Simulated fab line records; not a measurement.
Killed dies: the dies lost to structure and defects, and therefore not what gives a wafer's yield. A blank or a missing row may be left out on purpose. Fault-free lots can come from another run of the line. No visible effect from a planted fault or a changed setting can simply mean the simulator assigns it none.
Problem report, 8D (eight disciplines) form, completed by code	flow berkeley cmos170	the parts of the form that need people (team, actions taken, sign-off) are left out

== 1. WHAT IS WRONG ==
At UCB170_V2_STRIP_15, strip time to endpoint s averages 16.76 s over 6 wafers from 2 lots, while fault-free wafers read 15.27 s, standard deviation 0.1. That is +15 standard deviations from the usual mean.
The step: strips in O2.
First seen on wafer L689.2, day 11 09:23, on plasma asher-03. Wafers with a number at this step in the record: 42, from 14 lots. By rule, "out" or "out of limits" means more than 4 standard deviations away from the usual mean. The rest of the wafers with a number are treated as sound.

== 2. WHAT IT IS, WHAT IT ISN'T ==
question	is	is not
which readings at this step	strip time to endpoint s	drypump motor current A
which lots	L689, L694	L675, L676, L677, L678, L679, L680, L681, L682, L683, L684, L697, L698
which wafers of those lots	all that have a number	-
read on which tools	plasma asher-02, plasma asher-03	plasma asher-01
when	from day 11 09:23	up to then (30 sound wafers); but 6 sound wafers of L697, L698 came after

== 3. WHAT RULES OUT EACH SUSPECT ==
Counting: any tool at a process step up to the reading is kept as a suspect provided that every lot that is out went through it and no sound lot did after the first of them.
- litho track-01 at UCB170_V2_COAT_07 (resist thk 900 nm): kept. All lots that are out passed through it, beginning with L689 at day 11 07:14, and no sound lot followed; its final sound lot before that point was L681 at day 9 06:47.
The count leaves litho track-01 at UCB170_V2_COAT_07.

== 4. THE CAUSE (what the simulator had put in) ==
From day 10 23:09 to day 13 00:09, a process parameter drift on litho track-01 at UCB170_V2_COAT_07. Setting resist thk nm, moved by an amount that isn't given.
The count eliminated every tool but this one.

== 5. THE EFFECT CHAIN, in route order ==
One row per reading whose mean, taken over the struck wafers that have a number, lies over 3 standard deviations from the usual. Only readings whose record carries a usual standard deviation are examined. hours: median over the lots of the time between each lot's start at the first step of this table that gives one and its start at this step. sigmas: the change, counted in usual standard deviations.
hours	step	reading	usual	on struck wafers	change	sigmas
0	UCB170_V2_STRIP_15	strip time to endpoint s	15.27 s	16.76	+1.49	+15
The process steps in it:
- UCB170_V2_STRIP_15: strips in O2.
At these later measuring or inspecting steps, every struck wafer for which the step has a row has a number for every such reading, and none has moved that far: UCB170_V2_CD_MEAS_90.

== 6. WHAT WOULD HAVE CAUGHT IT SOONER ==
In this record the first reading out of limits was taken at day 11 09:23, 10 hours after the fault began at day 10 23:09.
No tool reading at UCB170_V2_COAT_07 that has a usual standard deviation in the record was out on any struck wafer, so an alarm limit of 4 standard deviations on those readings would not have fired.
Of the lots that are out (2), L694 began UCB170_V2_COAT_07 on litho track-01 after day 11 09:23. A hold on the tool at that time would have spared it.
